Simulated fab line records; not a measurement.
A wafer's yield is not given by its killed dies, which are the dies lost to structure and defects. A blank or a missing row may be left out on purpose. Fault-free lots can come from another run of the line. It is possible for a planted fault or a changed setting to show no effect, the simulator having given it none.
Which tool did it? :: flow rit_cmos :: 6 lots, 18 wafers sampled, at 1 step of a route of 202

## WHAT THE GAUGES READ, wafer by wafer
RIT_CONTACT_CD_MEAS_08: target cd 1000 nm.
lot: L336
measured: day 3 15:59
on: cd_sem-02
cd_nm (nm): 996.9 996.4 997.8

lot: L338
measured: day 4 01:22
on: cd_sem-02
cd_nm (nm): 997.0 998.6 997.7

lot: L340
measured: day 4 10:52
on: cd_sem-01
cd_nm (nm): 998.5 998.7 998.8

lot: L342
measured: day 5 00:02
on: cd_sem-01
cd_nm (nm): 1003.6 1001.6 1001.3

lot: L344
measured: day 5 07:32
on: cd_sem-01
cd_nm (nm): 996.8 997.6 996.5

lot: L357
measured: day 7 20:40
on: cd_sem-02
cd_nm (nm): 999.5 1000.0 1000.9

## WHICH TOOL RAN EACH LOT (tool, then ch and the chambers of the sampled wafers, then the start)
There is no process step in the record ahead of these readings.

## THE ANSWER, worked out from the rows above alone
Rule: usual is defined by the lots themselves. Put in order of their means at a reading, lots are off if they are a third of the lots or fewer, leave a main group of 4 or more, and stand apart from it by a gap of 3 or more times the standard deviation of the main group's means; of several such gaps the widest counts. Not used: any main group whose means are identical at the precision the tables above print for the reading. Also off: a lot with no number at a reading for which 4 or more lots have one. The other lots that the step has rows for count as sound.
No lot is off on any of the readings shown, so nothing can be concluded from this.

## WHAT HAD BEEN PUT IN BY THE SIMULATOR
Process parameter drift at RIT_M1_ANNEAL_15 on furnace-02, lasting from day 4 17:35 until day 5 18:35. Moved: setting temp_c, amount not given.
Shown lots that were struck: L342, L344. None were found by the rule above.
